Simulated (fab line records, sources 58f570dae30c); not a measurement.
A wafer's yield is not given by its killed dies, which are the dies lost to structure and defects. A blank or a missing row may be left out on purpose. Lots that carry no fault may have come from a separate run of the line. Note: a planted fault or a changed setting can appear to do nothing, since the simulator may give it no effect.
fab line records + flow berkeleyCmos170
record:
- lots: 13
- wafers: 39
- lastDay: 16
route steps=331 shown NWELL@19 ACTIVE@74
lots that met no fault: from a run of the same line without faults
startH: start of the lot's first displayed wafer, in hours after the record's first day + waitH: hours elapsed since this lot's preceding step + " same as the row above + L1.1+2: several wafers, shown together as one row + - either no value or no given start + * or withheld: withheld + < > ~ a bound
route shown NAME@n: names a module that has steps shown in the file, with the first one's number in the route + usual: average and standard deviation across the fault-free wafers + same: alike in all rows + chamber/n: place in a boat + sites: readings site by site + _std_site: the values' standard deviation + _edge_site: inner sites' mean taken away from outer sites' mean + radiusMm: how far each site lies from the wafer's centre + mask NAME#n: copy n + behind: tool/chamber where the wafer was last shaped + hold: reason for holding the lot/hours on hold/outcome of the hold + device: transistor that didn't switch, given as n, p or np + end of line: at the end of the route, the tests of the same wafers + a step given without rows: its recipe and nothing more + killed: not the wafer's yield, but the dies lost to structure and defects at the first sort + map: a wafer's dies, marking killed ones x, the rest . and places with no die _
set.NAME: the setting the step ran with; set.NAME@STEP: the setting that earlier step ran with + model.NAME: the simulator's own value behind a step, which no gauge read
route steps across a sampled set of lots; one table per step, one row per wafer
services: when a tool's chamber went out of use (startH, in hours from the record's first day, below 0 if earlier), for how many hours, and the reason
== steps ==
step: UCB170_NWELL_THK_MEAS_05
recipe:
- reads: Si3N4_of_NWELL_CVD_04
usual:
- NWELL_NITRIDE_THK: 224.4/1.9
| lot.wafer | tool         | chamber | startH | waitH | NWELL_NITRIDE_THK[nm] |
|-----------|--------------|---------|--------|-------|-----------------------|
| L824.1    | filmMetro-03 | -       | 37.68  | 0.0   | 224.5                 |
| L824.2    | "            | -       | "      | "     | 225.8                 |
| L824.4    | "            | -       | "      | "     | 222.1                 |
| L825.1    | filmMetro-02 | -       | 43.53  | 0.0   | 223.7                 |
| L825.3    | "            | -       | "      | "     | 223.1                 |
| L825.6    | "            | -       | "      | "     | 221.4                 |
| L826.1    | filmMetro-01 | -       | 43.53  | 0.0   | 227.3                 |
| L826.3    | "            | -       | "      | "     | 228.6                 |
| L826.5    | "            | -       | "      | "     | 227.3                 |
| L829.1    | filmMetro-01 | -       | 55.58  | 0.0   | 221.1                 |
| L829.3    | "            | -       | "      | "     | 220.3                 |
| L829.5    | "            | -       | "      | "     | 221.3                 |
| L828.2    | filmMetro-02 | -       | 55.59  | 0.0   | 223.3                 |
| L828.3    | "            | -       | "      | "     | 224.6                 |
| L828.6    | "            | -       | "      | "     | 222.7                 |
| L831.2    | filmMetro-02 | -       | 67.78  | 0.0   | 228.5                 |
| L831.3    | "            | -       | "      | "     | 229.1                 |
| L831.4    | "            | -       | "      | "     | 228.1                 |
| L834.1    | filmMetro-01 | -       | 89.10  | 0.0   | 223.6                 |
| L834.2    | "            | -       | "      | "     | 223.9                 |
| L834.6    | "            | -       | "      | "     | 223.5                 |
| L835.3    | filmMetro-03 | -       | 89.12  | 0.0   | 226.0                 |
| L835.4    | "            | -       | "      | "     | 225.5                 |
| L835.5    | "            | -       | "      | "     | 225.5                 |
| L839.2    | filmMetro-02 | -       | 112.25 | 0.0   | 226.7                 |
| L839.3    | "            | -       | "      | "     | 224.9                 |
| L839.4    | "            | -       | "      | "     | 223.9                 |
| L842.1    | filmMetro-02 | -       | 124.74 | 0.0   | 224.0                 |
| L842.2    | "            | -       | "      | "     | 223.6                 |
| L842.5    | "            | -       | "      | "     | 225.4                 |
| L843.1    | filmMetro-01 | -       | 124.74 | 0.0   | 227.6                 |
| L843.2    | "            | -       | "      | "     | 225.8                 |
| L843.6    | "            | -       | "      | "     | 226.6                 |
| L846.3    | filmMetro-01 | -       | 144.40 | 0.0   | 222.4                 |
| L846.4    | "            | -       | "      | "     | 222.0                 |
| L846.6    | "            | -       | "      | "     | 225.2                 |
| L847.1    | filmMetro-03 | -       | 157.39 | 0.0   | 221.7                 |
| L847.3    | "            | -       | "      | "     | 222.4                 |
| L847.5    | "            | -       | "      | "     | 222.0                 |
step: UCB170_NWELL_OVL_MEAS_12
usual:
- NWELL_OVL: -6/6.2
| lot.wafer | tool       | chamber | startH | waitH | NWELL_OVL[nm] |
|-----------|------------|---------|--------|-------|---------------|
| L824.1    | overlay-01 | -       | 38.60  | -     | -11           |
| L824.2    | "          | -       | "      | "     | -7            |
| L824.4    | "          | -       | "      | "     | -11           |
| L825.1    | overlay-01 | -       | 44.77  | -     | -1            |
| L825.3    | "          | -       | "      | "     | -1            |
| L825.6    | "          | -       | "      | "     | 4             |
| L826.1    | overlay-02 | -       | 44.77  | -     | -12           |
| L826.3    | "          | -       | "      | "     | -10           |
| L826.5    | "          | -       | "      | "     | -15           |
| L829.1    | overlay-01 | -       | 57.00  | -     | -5            |
| L829.3    | "          | -       | "      | "     | -13           |
| L829.5    | "          | -       | "      | "     | -11           |
| L828.2    | overlay-02 | -       | 57.28  | -     | -12           |
| L828.3    | "          | -       | "      | "     | -8            |
| L828.6    | "          | -       | "      | "     | -14           |
| L831.2    | overlay-01 | -       | 69.17  | -     | -8            |
| L831.3    | "          | -       | "      | "     | -4            |
| L831.4    | "          | -       | "      | "     | -3            |
| L834.1    | overlay-02 | -       | 90.16  | -     | -1            |
| L834.2    | "          | -       | "      | "     | -3            |
| L834.6    | "          | -       | "      | "     | 2             |
| L835.3    | overlay-01 | -       | 90.41  | -     | -4            |
| L835.4    | "          | -       | "      | "     | -13           |
| L835.5    | "          | -       | "      | "     | -7            |
| L839.2    | overlay-01 | -       | 113.48 | -     | 7             |
| L839.3    | "          | -       | "      | "     | 1             |
| L839.4    | "          | -       | "      | "     | 14            |
| L843.1    | overlay-01 | -       | 126.62 | -     | -3            |
| L843.2    | "          | -       | "      | "     | 1             |
| L843.6    | "          | -       | "      | "     | -10           |
| L842.1    | overlay-01 | -       | 126.73 | -     | -2            |
| L842.2    | "          | -       | "      | "     | 6             |
| L842.5    | "          | -       | "      | "     | -1            |
| L846.3    | overlay-02 | -       | 145.35 | -     | -12           |
| L846.4    | "          | -       | "      | "     | -9            |
| L846.6    | "          | -       | "      | "     | -13           |
| L847.1    | overlay-01 | -       | 158.89 | -     | -9            |
| L847.3    | "          | -       | "      | "     | -1            |
| L847.5    | "          | -       | "      | "     | 0             |
step: UCB170_ACTIVE_OVL_MEAS_14
usual:
- ACTIVE_OVL: -2/4.6
| lot.wafer | tool       | chamber | startH | waitH | ACTIVE_OVL[nm] |
|-----------|------------|---------|--------|-------|----------------|
| L824.1    | overlay-01 | -       | 90.90  | 0.1   | 1              |
| L824.2    | "          | -       | "      | "     | 3              |
| L824.4    | "          | -       | "      | "     | 1              |
| L826.1    | overlay-01 | -       | 99.98  | 0.1   | -1             |
| L826.3    | "          | -       | "      | "     | -6             |
| L826.5    | "          | -       | "      | "     | -3             |
| L825.1    | overlay-01 | -       | 100.36 | 0.1   | -11            |
| L825.3    | "          | -       | "      | "     | -19            |
| L825.6    | "          | -       | "      | "     | -8             |
| L829.1    | overlay-01 | -       | 116.58 | 0.1   | -1             |
| L829.3    | "          | -       | "      | "     | 5              |
| L829.5    | "          | -       | "      | "     | -4             |
| L828.2    | overlay-02 | -       | 116.98 | 0.1   | -8             |
| L828.3    | "          | -       | "      | "     | -1             |
| L828.6    | "          | -       | "      | "     | -12            |
| L831.2    | overlay-02 | -       | 124.65 | 0.1   | -2             |
| L831.3    | "          | -       | "      | "     | 8              |
| L831.4    | "          | -       | "      | "     | 3              |
| L834.1    | overlay-01 | -       | 153.37 | 0.1   | 1              |
| L834.2    | "          | -       | "      | "     | 2              |
| L834.6    | "          | -       | "      | "     | -4             |
| L835.3    | overlay-01 | -       | 153.56 | 0.1   | -4             |
| L835.4    | "          | -       | "      | "     | -5             |
| L835.5    | "          | -       | "      | "     | 2              |
| L839.2    | overlay-01 | -       | 170.57 | 0.1   | 4              |
| L839.3    | "          | -       | "      | "     | -2             |
| L839.4    | "          | -       | "      | "     | 4              |
| L843.1    | overlay-01 | -       | 186.95 | 0.1   | 4              |
| L843.2    | "          | -       | "      | "     | 2              |
| L843.6    | "          | -       | "      | "     | -5             |
| L842.1    | overlay-01 | -       | 187.07 | 0.1   | 3              |
| L842.2    | "          | -       | "      | "     | 3              |
| L842.5    | "          | -       | "      | "     | 0              |
| L846.3    | overlay-01 | -       | 197.58 | 0.1   | -4             |
| L846.4    | "          | -       | "      | "     | 6              |
| L846.6    | "          | -       | "      | "     | 8              |
| L847.1    | overlay-02 | -       | 220.61 | 0.1   | 3              |
| L847.3    | "          | -       | "      | "     | 1              |
| L847.5    | "          | -       | "      | "     | 6              |
step: UCB170_ACTIVE_ETCH_15
recipe:
- chemistry: CH3F/Ar/O2
- target: Si3N4
- stopOn: SiO2
- CH3F_flow_sccm: 20
- Ar_flow_sccm: 50
- O2_flow_sccm: 7
- pressureMtorr: 50
- rfW: 450
- targetDepthA: 2420
- overEtchFrac: 0.1
- timeS: 151
usual:
- drypumpMotorCurrentA: 5.9/0.51
- oesProductAu: 0.941/0.012
- throttleValvePct: 8.03/0.11
same:
- overEtchFrac: 0.1
| lot.wafer | tool       | chamber | startH | waitH | drypumpMotorCurrentA | oesProductAu | rfHoursCounterH | throttleValvePct |
|-----------|------------|---------|--------|-------|----------------------|--------------|-----------------|------------------|
| L824.1    | rieDiel-04 | 0       | 90.93  | 0.0   | 6.7                  | 0.942        | 1               | 8.11             |
| L824.2    | "          | 3       | "      | "     | 6.6                  | 0.950        | 148             | 7.81             |
| L824.4    | "          | 2       | "      | "     | 5.9                  | 0.959        | 105             | 8.15             |
| L826.1    | rieDiel-02 | 2       | 100.01 | 0.0   | 5.2                  | 0.957        | 2               | 7.92             |
| L826.3    | "          | 1       | "      | "     | 5.9                  | 0.932        | 0               | 8.01             |
| L826.5    | "          | 2       | "      | "     | 5.2                  | 0.955        | -               | 7.93             |
| L825.1    | rieDiel-04 | 3       | 100.39 | 0.0   | 6.6                  | 0.946        | 148             | 7.80             |
| L825.3    | "          | 2       | "      | "     | 5.9                  | 0.938        | 105             | 8.15             |
| L825.6    | "          | 3       | "      | "     | 6.5                  | 0.944        | -               | 7.78             |
| L829.1    | rieDiel-04 | 1       | 116.61 | 0.0   | 5.2                  | 0.936        | 51              | 8.04             |
| L829.3    | "          | 3       | "      | "     | 6.5                  | 0.933        | 149             | 7.79             |
| L829.5    | "          | 1       | "      | "     | 5.1                  | 0.934        | -               | 8.05             |
| L828.2    | rieDiel-02 | 0       | 117.01 | 0.0   | 6.5                  | 0.941        | 38              | 8.07             |
| L828.3    | "          | 2       | "      | "     | 5.2                  | 0.944        | 2               | 7.92             |
| L828.6    | "          | 3       | "      | "     | 6.0                  | 0.969        | -               | 7.84             |
| L831.2    | rieDiel-03 | 1       | 124.68 | 0.0   | 5.7                  | 0.934        | 128             | 8.12             |
| L831.3    | "          | 0       | "      | "     | 5.8                  | 0.941        | 114             | 7.87             |
| L831.4    | "          | 3       | "      | "     | 5.3                  | 0.930        | 42              | 8.15             |
| L834.1    | rieDiel-02 | 2       | 153.40 | 0.0   | 5.2                  | 0.947        | 4               | 7.92             |
| L834.2    | "          | 0       | "      | "     | 6.5                  | 0.950        | 39              | 8.05             |
| L834.6    | "          | 0       | "      | "     | 6.5                  | 0.947        | -               | 8.07             |
| L835.3    | rieDiel-03 | 2       | 153.59 | 0.0   | 5.6                  | 0.926        | 79              | 8.08             |
| L835.4    | "          | 0       | "      | "     | 5.8                  | 0.939        | 115             | 7.90             |
| L835.5    | "          | 3       | "      | "     | 5.3                  | 0.947        | -               | 8.13             |
| L839.2    | rieDiel-02 | 0       | 170.60 | 0.0   | 6.5                  | 0.961        | 39              | 8.07             |
| L839.3    | "          | 2       | "      | "     | 5.2                  | 0.956        | -               | 7.91             |
| L839.4    | "          | 0       | "      | "     | 6.5                  | 0.954        | -               | 8.08             |
| L843.1    | rieDiel-04 | 0       | 186.99 | 0.0   | 6.7                  | 0.929        | 5               | 8.11             |
| L843.2    | "          | 1       | "      | "     | 5.2                  | 0.945        | 55              | 8.03             |
| L843.6    | "          | 1       | "      | "     | 5.2                  | 0.929        | -               | 8.05             |
| L842.1    | rieDiel-03 | 1       | 187.10 | 0.0   | 5.7                  | 0.947        | 131             | 8.13             |
| L842.2    | "          | 2       | "      | "     | 5.6                  | 0.921        | 81              | 8.10             |
| L842.5    | "          | 2       | "      | "     | 5.6                  | 0.925        | -               | 8.10             |
| L846.3    | rieDiel-04 | 2       | 197.60 | 0.0   | 5.9                  | 0.934        | 110             | 8.14             |
| L846.4    | "          | 1       | "      | "     | 5.2                  | 0.943        | -               | 8.04             |
| L846.6    | "          | 2       | "      | "     | 5.9                  | 0.939        | -               | 8.14             |
| L847.1    | rieDiel-02 | 3       | 220.65 | 0.0   | 6.0                  | 0.971        | 122             | 7.82             |
| L847.3    | "          | 0       | "      | "     | 6.5                  | 0.949        | 42              | 8.06             |
| L847.5    | "          | 1       | "      | "     | 5.9                  | 0.924        | -               | 7.99             |
step: UCB170_ACTIVE_STRIP_16
recipe:
- chemistry: O2
- powerW: 400
- pressureMtorr: 3500
- platenTempC: withheld
- o2FlowSccm: 400
- overashFraction: 0.5
usual:
- drypumpMotorCurrentA: 5.9/0.42
- oesProductAu: 0.722/0.0043
- stripTimeToEndpointS: 18.31/0.079
| lot.wafer | tool           | chamber | startH | waitH | drypumpMotorCurrentA | oesProductAu | rfHoursCounterH | stripTimeToEndpointS |
|-----------|----------------|---------|--------|-------|----------------------|--------------|-----------------|----------------------|
| L824.1    | plasmaAsher-03 | 0       | 91.03  | 0.1   | 5.7                  | 0.718        | 30              | 18.35                |
| L824.2    | "              | 1       | "      | "     | 5.5                  | 0.727        | 30              | 18.39                |
| L824.4    | "              | 1       | "      | "     | 5.5                  | 0.719        | -               | 18.38                |
| L826.1    | plasmaAsher-03 | 1       | 100.11 | 0.1   | 5.5                  | 0.718        | 31              | 18.36                |
| L826.3    | "              | 1       | "      | "     | 5.5                  | 0.725        | -               | 18.21                |
| L826.5    | "              | 0       | "      | "     | 5.7                  | 0.725        | -               | 18.31                |
| L825.1    | plasmaAsher-04 | 0       | 100.49 | 0.1   | 6.1                  | 0.722        | 33              | 18.28                |
| L825.3    | "              | 0       | "      | "     | 6.1                  | 0.715        | -               | 18.37                |
| L825.6    | "              | 1       | "      | "     | 5.3                  | 0.734        | -               | 18.25                |
| L829.1    | plasmaAsher-04 | 0       | 116.71 | 0.1   | 6.1                  | 0.726        | 35              | 18.20                |
| L829.3    | "              | 1       | "      | "     | 5.3                  | 0.726        | -               | 18.31                |
| L829.5    | "              | 0       | "      | "     | 6.1                  | 0.719        | -               | 18.23                |
| L828.2    | plasmaAsher-03 | 1       | 117.11 | 0.1   | 5.5                  | 0.714        | 33              | 18.26                |
| L828.3    | "              | 0       | "      | "     | 5.7                  | 0.720        | -               | 18.38                |
| L828.6    | "              | 0       | "      | "     | 5.7                  | 0.722        | -               | 18.41                |
| L831.2    | plasmaAsher-01 | 0       | 124.78 | 0.1   | 6.5                  | 0.724        | 0               | 18.35                |
| L831.3    | "              | 0       | "      | "     | 6.5                  | 0.722        | -               | 18.43                |
| L831.4    | "              | 1       | "      | "     | 6.1                  | 0.715        | -               | 18.39                |
| L834.1    | plasmaAsher-04 | 1       | 153.50 | 0.1   | 5.3                  | 0.723        | 38              | 18.26                |
| L834.2    | "              | 0       | "      | "     | 6.1                  | 0.723        | 38              | 18.32                |
| L834.6    | "              | 1       | "      | "     | 5.3                  | 0.724        | -               | 18.32                |
| L835.3    | plasmaAsher-03 | 1       | 153.72 | 0.1   | 5.5                  | 0.723        | -               | 18.23                |
| L835.4    | "              | 0       | "      | "     | 5.7                  | 0.722        | -               | 18.27                |
| L835.5    | "              | 1       | "      | "     | 5.5                  | 0.722        | -               | 18.28                |
| L839.2    | plasmaAsher-01 | 1       | 170.75 | 0.1   | 6.1                  | 0.716        | 5               | 18.40                |
| L839.3    | "              | 0       | "      | "     | 6.5                  | 0.722        | -               | 18.39                |
| L839.4    | "              | 1       | "      | "     | 6.1                  | 0.726        | -               | 18.32                |
| L843.1    | plasmaAsher-04 | 0       | 187.09 | 0.1   | 6.1                  | 0.717        | 42              | 18.35                |
| L843.2    | "              | 1       | "      | "     | 5.3                  | 0.723        | 42              | 18.36                |
| L843.6    | "              | 0       | "      | "     | 6.1                  | 0.726        | -               | 18.37                |
| L842.1    | plasmaAsher-01 | 0       | 187.20 | 0.1   | 6.5                  | 0.715        | 7               | 16.91                |
| L842.2    | "              | 1       | "      | "     | 6.1                  | 0.725        | 7               | 18.06                |
| L842.5    | "              | 1       | "      | "     | 6.1                  | 0.722        | -               | 18.15                |
| L846.3    | plasmaAsher-04 | 0       | 197.74 | 0.1   | 6.1                  | 0.719        | -               | 18.45                |
| L846.4    | "              | 1       | "      | "     | 5.3                  | 0.723        | -               | 18.31                |
| L846.6    | "              | 0       | "      | "     | 6.1                  | 0.720        | -               | 18.42                |
| L847.1    | plasmaAsher-01 | 0       | 220.75 | 0.1   | 6.5                  | 0.719        | 10              | 18.28                |
| L847.3    | "              | 0       | "      | "     | 6.5                  | 0.716        | -               | 18.23                |
| L847.5    | "              | 1       | "      | "     | 6.1                  | 0.720        | -               | 18.21                |
== services ==
| tool           | chamber | startH | hours | kind          |
|----------------|---------|--------|-------|---------------|
| plasmaAsher-04 | -       | 81.71  | 3.9   | repair        |
| rieDiel-04     | 0       | 92.22  | 4.5   | repair        |
| rieDiel-02     | -       | 93.02  | 0.6   | repair        |
| plasmaAsher-01 | -       | 108.75 | 9.0   | pm            |
| plasmaAsher-01 | 0       | 108.75 | 9.0   | ventCycle     |
| plasmaAsher-01 | 1       | 108.75 | 9.0   | ventCycle     |
| rieDiel-04     | 2       | 117.04 | 7.3   | repair        |
| plasmaAsher-01 | 0       | 117.75 | -     | clean         |
| plasmaAsher-01 | 1       | 117.75 | -     | clean         |
| plasmaAsher-03 | -       | 142.97 | 1.3   | repair        |
| plasmaAsher-01 | -       | 145.72 | 2.8   | pm            |
| rieDiel-02     | 3       | 160.80 | 10.4  | repair        |
| rieDiel-02     | 1       | 166.13 | 30.1  | repair        |
| rieDiel-03     | 3       | 171.46 | 1.4   | repair        |
| rieDiel-04     | 3       | 175.82 | -     | clean         |
| rieDiel-04     | 3       | 175.82 | 21.8  | scheduledDown |
| rieDiel-04     | 3       | 175.82 | 21.8  | ventCycle     |
| rieDiel-02     | 1       | 204.24 | 8.8   | repair        |
== key ==
firstSign:
- step: UCB170_ACTIVE_STRIP_16
- reading: stripTimeToEndpointS
- direction: down
- sigmas: 18
- usual: *
- struck: *
effect none on later readings
metAt UCB170_ACTIVE_ETCH_15
struckLots L842
struckWafers L842.1
testerLeftOut L842
notActingAt UCB170_NWELL_THK_MEAS_05,UCB170_NWELL_OVL_MEAS_12,UCB170_ACTIVE_OVL_MEAS_14
onsetBetween 124.68 187.10
fault:
- kind: processParameterDrift
- tool: rieDiel-03
- chamber: 1
- onsetH: 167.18
- steps: UCB170_ACTIVE_ETCH_15
- channel: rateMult
- offset: 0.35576
- shape: step
- endH: 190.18
testerLeftOut: of these lots the tester's yield and bins aren't shown, on N5 and GAA mostly nor the transistor test; their killed dies are dies lost to structure and defects alone, not to doping, threshold or leakage, so they don't give the yield
